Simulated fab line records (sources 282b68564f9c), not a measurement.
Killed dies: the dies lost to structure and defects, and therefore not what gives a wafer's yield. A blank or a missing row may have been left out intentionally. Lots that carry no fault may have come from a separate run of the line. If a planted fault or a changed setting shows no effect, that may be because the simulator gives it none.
Which tool was responsible? | flow rit cmos | 14 lots with 42 wafers sampled at 6 steps, on a route of 202 steps

WHAT THE GAUGES SHOWED, per wafer
RIT_PRETRO_TW_MEAS_10. Usual: PRETRO_TW typically reads 476, with standard deviation 3.1.
lot  | measured    | on            | PRETRO_TW   | flag
L950 | day 2 07:15 | film metro-03 | 473 472 474 |
L951 | day 2 12:53 | film metro-04 | 482 479 479 |
L953 | day 2 23:05 | film metro-04 | 479 479 479 |
L955 | day 3 08:14 | film metro-03 | 475 471 472 |
L956 | day 3 13:27 | film metro-03 | 472 472 470 |
L958 | day 3 23:41 | film metro-03 | 471 470 473 |
L959 | day 4 05:38 | film metro-03 | 477 477 477 |
L960 | day 4 11:05 | film metro-02 | 474 475 472 |
L962 | day 4 21:13 | film metro-02 | 475 475 475 |
L963 | day 5 02:11 | film metro-03 | 477 478 477 |
L967 | day 6 01:17 | film metro-02 | 475 477 477 |
L968 | day 6 07:55 | film metro-04 | 480 479 480 |
L969 | day 6 12:29 | film metro-02 | 477 473 477 |
L971 | day 6 20:14 | film metro-04 | 481 477 478 |

RIT_M1_RS_MEAS_01: measures by four-point-probe. Usual: M1_AL_RS typically reads 0.0732 ohm/sq, with standard deviation 0.00067.
lot  | measured    | on            | M1_AL_RS (ohm/sq)    | flag
L950 | day 3 04:28 | film metro-02 | 0.0725 0.0732 0.0733 |
L951 | day 3 09:50 | film metro-01 | 0.0728 0.0738 0.0731 |
L953 | day 3 20:13 | film metro-02 | 0.0730 0.0728 0.0729 |
L955 | day 4 05:23 | film metro-02 | 0.0726 0.0729 0.0723 |
L956 | day 4 11:50 | film metro-02 | 0.0726 0.0724 0.0726 |
L958 | day 4 22:20 | film metro-02 | 0.0726 0.0722 0.0724 |
L959 | day 5 03:53 | film metro-02 | 0.0735 0.0736 0.0733 |
L960 | day 5 09:19 | film metro-02 | 0.0740 0.0739 0.0736 |
L962 | day 5 19:59 | film metro-01 | 0.0766 0.0777 0.0766 | OFF
L963 | day 6 04:09 | film metro-02 | 0.0732 0.0738 0.0731 |
L967 | day 7 00:13 | film metro-01 | 0.0759 0.0752 0.0753 | OFF
L968 | day 7 10:48 | film metro-04 | 0.0721 0.0725 0.0724 |
L969 | day 7 14:47 | film metro-01 | 0.0716 0.0716 0.0724 |
L971 | day 7 21:26 | film metro-01 | 0.0726 0.0730 0.0731 |

RIT_M1_THK_MEAS_02: measures by xrf. Usual: M1_AL_THK typically reads 402 nm, with standard deviation 3.5.
lot  | measured    | on            | M1_AL_THK (nm) | flag
L950 | day 3 04:34 | film metro-02 | 407 402 402    |
L951 | day 3 09:56 | film metro-01 | 406 399 404    |
L953 | day 3 20:20 | film metro-02 | 404 403 403    |
L955 | day 4 05:30 | film metro-02 | 405 407 406    |
L956 | day 4 11:58 | film metro-02 | 407 406 407    |
L958 | day 4 22:28 | film metro-02 | 404 408 406    |
L959 | day 5 04:01 | film metro-02 | 401 401 403    |
L960 | day 5 09:26 | film metro-02 | 395 400 399    |
L962 | day 5 20:05 | film metro-01 | 385 381 386    | OFF
L963 | day 6 04:16 | film metro-02 | 403 400 401    |
L967 | day 7 00:19 | film metro-01 | 388 390 391    | OFF
L968 | day 7 10:55 | film metro-04 | 407 403 403    |
L969 | day 7 14:54 | film metro-01 | 410 411 403    |
L971 | day 7 21:33 | film metro-01 | 406 402 402    |

EACH LOT AND THE TOOL THAT RAN IT (in order: tool; ch and the chambers of the sampled wafers; start)
lot  | RIT_PRETRO_STRIP_09                 | RIT_NSD_STRIP_09                    | RIT_M1_SPUTTER_00
L950 | plasma asher-02 ch 0,1, day 2 07:04 | plasma asher-02 ch 0,1, day 2 22:18 | pvd sputter-04, day 3 04:08
L951 | plasma asher-03 ch 0,1, day 2 12:42 | plasma asher-04 ch 0,1, day 3 04:11 | pvd sputter-03, day 3 09:31
L953 | plasma asher-04 ch 0,1, day 2 22:55 | plasma asher-04 ch 0,1, day 3 14:15 | pvd sputter-03, day 3 19:55
L955 | plasma asher-04 ch 0,1, day 3 08:04 | plasma asher-04 ch 0,1, day 3 23:38 | pvd sputter-03, day 4 05:05
L956 | plasma asher-03 ch 0,1, day 3 13:16 | plasma asher-03 ch 0,1, day 4 06:02 | pvd sputter-04, day 4 11:33
L958 | plasma asher-03 ch 0,1, day 3 23:31 | plasma asher-04 ch 0, day 4 16:40   | pvd sputter-04, day 4 22:03
L959 | plasma asher-04 ch 0,1, day 4 05:28 | plasma asher-04 ch 0,1, day 4 22:00 | pvd sputter-03, day 5 03:35
L960 | plasma asher-03 ch 0,1, day 4 10:54 | plasma asher-03 ch 1, day 5 03:08   | pvd sputter-04, day 5 09:01
L962 | plasma asher-04 ch 0,1, day 4 21:02 | plasma asher-04 ch 0, day 5 13:33   | pvd sputter-03, day 5 19:40
L963 | plasma asher-04 ch 0,1, day 5 01:59 | plasma asher-04 ch 0,1, day 5 22:14 | pvd sputter-04, day 6 03:50
L967 | plasma asher-02 ch 0,1, day 6 01:10 | plasma asher-02 ch 0,1, day 6 18:37 | pvd sputter-03, day 6 23:53
L968 | plasma asher-03 ch 0,1, day 6 07:45 | plasma asher-03 ch 0,1, day 7 04:57 | pvd sputter-02, day 7 10:30
L969 | plasma asher-03 ch 0,1, day 6 12:19 | plasma asher-03 ch 1, day 7 08:34   | pvd sputter-04, day 7 14:29
L971 | plasma asher-03 ch 0,1, day 6 20:03 | plasma asher-03 ch 0,1, day 7 15:48 | pvd sputter-02, day 7 21:08
- RIT_PRETRO_STRIP_09: strips in O2, time 180 s.
- RIT_NSD_STRIP_09: strips in O2, time 180 s.
- RIT_M1_SPUTTER_00: material Al, target thk 400 nm, time 500 s.

WHAT THE TOOLS THEMSELVES READ (means of the sampled wafers that have a number; where no wafer has one, the mark that the record gives instead)
RIT_PRETRO_STRIP_09. Usual: drypump motor current A reads 5.5 A (standard deviation 0.47).
lot  | tool            | drypump motor current A (A) | flag
L950 | plasma asher-02 | 5.2                         |
L951 | plasma asher-03 | 5.9                         |
L953 | plasma asher-04 | 5.0                         |
L955 | plasma asher-04 | 5.0                         |
L956 | plasma asher-03 | 5.9                         |
L958 | plasma asher-03 | 5.9                         |
L959 | plasma asher-04 | 5.0                         |
L960 | plasma asher-03 | 6.0                         |
L962 | plasma asher-04 | 5.0                         |
L963 | plasma asher-04 | 5.1                         |
L967 | plasma asher-02 | 5.4                         |
L968 | plasma asher-03 | 6.0                         |
L969 | plasma asher-03 | 6.0                         |
L971 | plasma asher-03 | 6.0                         |

RIT_NSD_STRIP_09. Usual: drypump motor current A reads 5.4 A (standard deviation 0.43).
lot  | tool            | drypump motor current A (A) | flag
L950 | plasma asher-02 | 5.4                         |
L951 | plasma asher-04 | 5.0                         |
L953 | plasma asher-04 | 5.0                         |
L955 | plasma asher-04 | 5.0                         |
L956 | plasma asher-03 | 5.9                         |
L958 | plasma asher-04 | 5.0                         |
L959 | plasma asher-04 | 5.0                         |
L960 | plasma asher-03 | 5.8                         |
L962 | plasma asher-04 | 5.1                         |
L963 | plasma asher-04 | 5.0                         |
L967 | plasma asher-02 | 5.2                         |
L968 | plasma asher-03 | 5.9                         |
L969 | plasma asher-03 | 5.7                         |
L971 | plasma asher-03 | 6.0                         |

RIT_M1_SPUTTER_00. Usual: cathode dc power W 2000.0 W, standard deviation 0.39; throttle valve pct 30.5 %, standard deviation 0.77.
lot  | tool           | cathode dc power W (W) | throttle valve pct (%) | flag
L950 | pvd sputter-04 | 2000.1                 | 30.7                   |
L951 | pvd sputter-03 | 1999.8                 | 29.7                   |
L953 | pvd sputter-03 | 2000.2                 | 29.6                   |
L955 | pvd sputter-03 | 2000.3                 | 30.4                   |
L956 | pvd sputter-04 | 2000.1                 | 30.6                   |
L958 | pvd sputter-04 | 2000.0                 | 30.8                   |
L959 | pvd sputter-03 | 1999.8                 | 30.5                   |
L960 | pvd sputter-04 | 2000.1                 | 30.8                   |
L962 | pvd sputter-03 | 1921.7                 | 30.1                   | OFF
L963 | pvd sputter-04 | 1999.8                 | 30.8                   |
L967 | pvd sputter-03 | 1921.7                 | 30.1                   | OFF
L968 | pvd sputter-02 | 2000.2                 | 30.6                   |
L969 | pvd sputter-04 | 1999.7                 | 30.6                   |
L971 | pvd sputter-02 | 1999.7                 | 30.9                   |

THE ANSWER, worked out from the rows above alone
Rule: a lot counts as off when the mean over its wafers that have a number is more than 3 standard deviations away from the usual mean. Also off: a lot with no number at a reading for which 4 or more lots have one. Where the step has rows for the other lots, those lots are counted as sound. First the gauges in route order, then the tools' own readings, where a lot's mean is used as printed above. At the first step where some lot is off, the reading lying furthest off is the one used; lots without a number count as furthest.
Off: L962, L967, at RIT_M1_RS_MEAS_01 (M1_AL_RS).
If a tool, at a process step before that reading, ran all the lots that are off and no sound lot after the first of them, it fits. Not tried: the gauges at RIT_M1_RS_MEAS_01; whatever is off there is also off at RIT_M1_SPUTTER_00, on other tools, and gauge error can't account for it. One fits: pvd sputter-03 at RIT_M1_SPUTTER_00. Its last sound lot is L959 (day 5 03:35), its first lot that is off L962 (day 5 19:40): a fault that began between those two fits.
The tool's own readings at RIT_M1_SPUTTER_00 bear it out: on the lots that are off they differ by more than 5 times the standard deviation of the sound lots' means. cathode dc power W reads 1921.7 W there against 2000.0 W on the sound lots.

WHAT THE SIMULATOR HAD PUT IN
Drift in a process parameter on pvd sputter-03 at RIT_M1_SPUTTER_00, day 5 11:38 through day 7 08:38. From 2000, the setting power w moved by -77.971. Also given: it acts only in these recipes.
Struck lots among those shown: L962, L967. Same finding as the rule above.
